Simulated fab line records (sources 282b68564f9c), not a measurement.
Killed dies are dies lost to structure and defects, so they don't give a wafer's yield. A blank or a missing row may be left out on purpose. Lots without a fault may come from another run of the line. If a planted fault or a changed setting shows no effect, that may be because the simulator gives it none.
Which tool was responsible?    flow ritCmos    13 lots, 39 wafers sampled, at 4 steps of a route of 202

WHAT EACH GAUGE READ, for each wafer
RIT_NRETRO_OVL_MEAS_06. Usual: NRETRO_OVL gives -0.4 nm (standard deviation 1.3).
lot   measured     on          NRETRO_OVL (nm)  flag
L737  day 2 09:58  overlay-02  1.2 0.2 -0.1     
L738  day 2 16:58  overlay-02  0.8 -0.5 1.2     
L740  day 3 01:51  overlay-01  0.3 0.0 0.5      
L741  day 3 06:26  overlay-02  -1.6 -0.9 -0.9   
L744  day 3 22:46  overlay-02  -2.2 -0.1 -1.9   
L745  day 4 02:46  overlay-02  0.4 0.8 0.3      
L746  day 4 09:05  overlay-01  -0.8 -1.3 -0.2   
L748  day 4 21:16  overlay-02  - - -            OFF
L754  day 6 04:50  overlay-02  0.1 -0.2 1.5     
L756  day 6 13:46  overlay-01  0.6 -2.4 0.6     
L757  day 6 18:28  overlay-02  -3.6 -2.8 -0.7   
L758  day 6 23:26  overlay-02  -1.0 0.5 -0.3    
L759  day 7 01:45  overlay-01  0.1 0.4 0.4      

RIT_NRETRO_TW_MEAS_10. Usual: NRETRO_TW gives 1052 (standard deviation 9.6).
lot   measured     on            NRETRO_TW       flag
L737  day 2 10:38  filmMetro-03  1041 1035 1033  
L738  day 2 17:35  filmMetro-01  1047 1046 1044  
L740  day 3 02:28  filmMetro-01  1055 1052 1049  
L741  day 3 07:02  filmMetro-02  1066 1053 1061  
L744  day 3 23:23  filmMetro-01  1048 1049 1045  
L745  day 4 03:22  filmMetro-02  1056 1061 1055  
L746  day 4 09:43  filmMetro-02  1068 1060 1065  
L748  day 4 21:53  filmMetro-02  30 30 30        OFF
L754  day 6 05:27  filmMetro-02  1058 1062 1062  
L756  day 6 14:29  filmMetro-02  1064 1056 1055  
L757  day 6 19:07  filmMetro-01  1043 1045 1048  
L758  day 7 00:03  filmMetro-03  1036 1040 1048  
L759  day 7 02:22  filmMetro-03  1043 1040 1040  

RIT_PRETRO_TW_MEAS_10. Usual: PRETRO_TW gives 477 (standard deviation 3.6).
lot   measured     on            PRETRO_TW       flag
L737  day 2 12:18  filmMetro-01  473 474 472     
L738  day 2 19:16  filmMetro-01  473 470 473     
L740  day 3 04:01  filmMetro-01  477 475 479     
L741  day 3 08:43  filmMetro-01  474 473 475     
L744  day 4 00:56  filmMetro-02  481 481 480     
L745  day 4 05:03  filmMetro-02  481 478 481     
L746  day 4 11:16  filmMetro-04  477 473 474     
L748  day 4 23:40  filmMetro-04  1071 1078 1078  OFF
L754  day 6 07:17  filmMetro-02  482 481 482     
L756  day 6 16:02  filmMetro-01  473 471 471     
L757  day 6 20:53  filmMetro-04  473 475 475     
L758  day 7 01:43  filmMetro-04  477 477 477     
L759  day 7 04:03  filmMetro-04  478 478 476     

EACH LOT AND THE TOOL THAT RAN IT (in order: tool; ch and the chambers of the sampled wafers; start)
lot   RIT_NRETRO_EXPOSE_03
L737  ilineStepper-01 ch 0, day 2 09:31
L738  ilineStepper-01 ch 0, day 2 16:32
L740  ilineStepper-02 ch 0, day 3 01:26
L741  ilineStepper-01 ch 0, day 3 06:00
L744  ilineStepper-01 ch 0, day 3 22:23
L745  ilineStepper-02 ch 0, day 4 02:20
L746  ilineStepper-01 ch 0, day 4 08:42
L748  ilineStepper-01 ch 0, day 4 20:52
L754  ilineStepper-01 ch 0, day 6 04:20
L756  ilineStepper-01 ch 0, day 6 13:06
L757  ilineStepper-01 ch 0, day 6 17:55
L758  ilineStepper-01 ch 0, day 6 23:02
L759  ilineStepper-01 ch 0, day 7 01:20
- RIT_NRETRO_EXPOSE_03: exposes mask M4, target cd 43900 nm.

WHAT THE TOOLS THEMSELVES READ (means of the sampled wafers that have a number; where no wafer has one, the mark that the record gives instead)
RIT_NRETRO_EXPOSE_03. Usual: exposureDoseMJCm2 249.98, standard deviation 0.25; reticleTempC 22.97 C, standard deviation 0.11.
lot   tool             exposureDoseMJCm2  reticleTempC (C)  flag
L737  ilineStepper-01  250.10             23.05             
L738  ilineStepper-01  249.55             22.89             
L740  ilineStepper-02  250.07             22.95             
L741  ilineStepper-01  249.84             22.83             
L744  ilineStepper-01  249.91             22.94             
L745  ilineStepper-02  250.45             23.02             
L746  ilineStepper-01  250.14             23.05             
L748  ilineStepper-01  249.70             22.96             
L754  ilineStepper-01  250.12             22.89             
L756  ilineStepper-01  250.18             23.01             
L757  ilineStepper-01  249.91             22.92             
L758  ilineStepper-01  249.93             22.91             
L759  ilineStepper-01  250.32             22.94             

THE ANSWER, worked out from the rows above alone
Rule: a lot counts as off when the mean over its wafers that have a number is more than 3 standard deviations away from the usual mean. Also off: a lot with no number at a reading for which 4 or more lots have one. The other lots that the step has rows for count as sound. First the gauges in route order, then the tools' own readings, where a lot's mean is used as printed above. The first step at which some lot is off is used, and at that step the reading that is off furthest; a lot without a number counts as furthest.
Off: L748, at RIT_NRETRO_OVL_MEAS_06 (NRETRO_OVL). Without a number there: L748.
If a tool, at a process step before that reading, ran all the lots that are off and no sound lot after the first of them, it fits. Not tried: the gauges at RIT_NRETRO_OVL_MEAS_06; whatever is off there is also off at RIT_NRETRO_TW_MEAS_10, on other tools, and gauge error can't account for it. Of those tried, none fits.

WHAT WAS PUT IN BY THE SIMULATOR
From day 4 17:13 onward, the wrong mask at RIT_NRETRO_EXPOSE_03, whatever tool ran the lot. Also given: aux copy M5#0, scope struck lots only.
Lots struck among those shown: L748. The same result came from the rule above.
